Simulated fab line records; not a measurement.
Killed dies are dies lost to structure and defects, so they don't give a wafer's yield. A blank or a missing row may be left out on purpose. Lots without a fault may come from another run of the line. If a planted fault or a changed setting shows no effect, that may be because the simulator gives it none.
Struck lot and sound lot, side by side | flow ritCmos | 20 out of 202 route steps
Sound: the wafers L292.1, L292.3, L292.5. Struck: wafers L301.1, L301.2, L301.5. At the end, the cause is stated.
Each step with rows lists, per side, the tool, then ch with its chambers, then its first start. Under that, the readings that differ: sound wafers | struck wafers | difference of the means | sigmas: that difference in standard deviations of wafers without a fault.
alike: words and numbers the same on both sides, and readings whose means are apart by under 2 such deviations; not compared: readings that were withheld, readings missing a value for some wafer, numbers with overlapping values and no deviation given by the record, and bounds like >300 which may hide the same value.
A row with sigmas, a row that says differs or no value, or rows on one side alone: a step with any of these is where the two part. Non-overlapping numbers with no deviation appear without sigmas and do not part them. A reading that every wafer of one side lacks parts them only if that side has two wafers or more.

first, 3 steps without rows for these wafers: RIT_GATE_CLEAN_02 (cleans in dHF, time 30 s); RIT_GATE_CLEAN_03 (cleans in SC2, time 600 s); RIT_GATE_CLEAN_04 (cleans in dHF, time 60 s).
RIT_FOX2_THK_MEAS_91:
  sound on filmMetro-04 at day 2 08:10; struck on filmMetro-03 at day 4 04:36
  alike: FIELD_OXIDE_LEFT_2_THK
then, 2 steps without rows for these wafers: RIT_GATE_OXIDATION_05 (target thk 3 nm, ox time 270 s); RIT_GATE_ANNEAL_06 (time 600 s).
RIT_GATE_THK_MEAS_07:
  sound on filmMetro-01 at day 2 09:33; struck on filmMetro-01 at day 4 06:36
  alike: GATE_OXIDE_THK
then, 1 step without rows for these wafers: RIT_GATE_CVD_08 (deposits poly-Si from SiH4, target thk 250 nm, time 2220 s).
RIT_GATE_THK_MEAS_09:
  sound on filmMetro-04 at day 2 11:51; struck on filmMetro-01 at day 4 08:17
  alike: GATE_POLY_THK
then, 3 steps without rows for these wafers: RIT_GATE_HMDS_10 (prime time 60 s); RIT_GATE_COAT_11 (resist thk 850 nm); RIT_GATE_SOFTBAKE_12 (time 60 s).
RIT_GATE_EXPOSE_13: exposes mask M6, target cd 150 nm.
  sound on ilineStepper-02 ch 0, day 2 12:29; struck on ilineStepper-02 ch 0, day 4 08:47
reading | sound          | struck                  | difference | sigmas
mask    | M6#0 M6#0 M6#0 | M6_R1#0 M6_R1#0 M6_R1#0 | differs    | 
  alike: focusOffsetNm
then, 2 steps without rows for these wafers: RIT_GATE_PEB_14; RIT_GATE_DEVELOP_15 (develop time 50 s).
RIT_GATE_CD_MEAS_16: the cd target is 150 nm.
  sound on cdSem-01 at day 2 12:53; struck on cdSem-02 at day 4 09:29
reading   | sound             | struck            | difference | sigmas
cdNm (nm) | 151.8 152.6 151.4 | 126.3 126.3 128.2 | -25.0      | -10
  not compared: hold
RIT_GATE_OVL_MEAS_17:
  sound on overlay-01 at day 2 13:00; struck on overlay-02 at day 4 13:48
reading       | sound       | struck                                                                  | difference                   | sigmas
hold          | - - -       | awaitDispo/4.2h/release awaitDispo/4.2h/release awaitDispo/4.2h/release | no value on the sound wafers | 
GATE_OVL (nm) | 1.1 0.8 3.2 | 0.0 -1.9 -1.6                                                           | -2.9                         | -2
then, 1 step without rows for these wafers: RIT_GATE_HARDBAKE_18 (time 60 s).
RIT_GATE_ETCH_19: etches poly-Si in SF6/CHF3/O2, stops on SiO2, time 165 s, target depth 312.5 nm.
  sound on rieSi-02 ch 0,2, day 2 13:14; struck on rieSi-01 ch 0,3, day 4 14:05
reading              | sound             | struck            | difference | sigmas
model.GATE.cdNm (nm) | 151.8 152.6 151.5 | 126.3 126.3 128.1 | -25.1      | 
  alike: drypumpMotorCurrentA, heBacksideLeakSccm, oesProductAu, throttleValvePct
  not compared: rfHoursCounterH
RIT_GATE_STRIP_20: strips in O2, time 180 s.
  sound on plasmaAsher-01 ch 0, day 2 13:21; struck on plasmaAsher-01 ch 0,1, day 4 14:11
  alike: drypumpMotorCurrentA
  not compared: rfHoursCounterH

## WHERE THEY PART
Last at RIT_GATE_OVL_MEAS_17 as far as this record goes, first at RIT_GATE_EXPOSE_13. Later steps at which nothing parts them and some readings are alike: RIT_GATE_ETCH_19, RIT_GATE_STRIP_20.

WHY: what had been put in by the simulator
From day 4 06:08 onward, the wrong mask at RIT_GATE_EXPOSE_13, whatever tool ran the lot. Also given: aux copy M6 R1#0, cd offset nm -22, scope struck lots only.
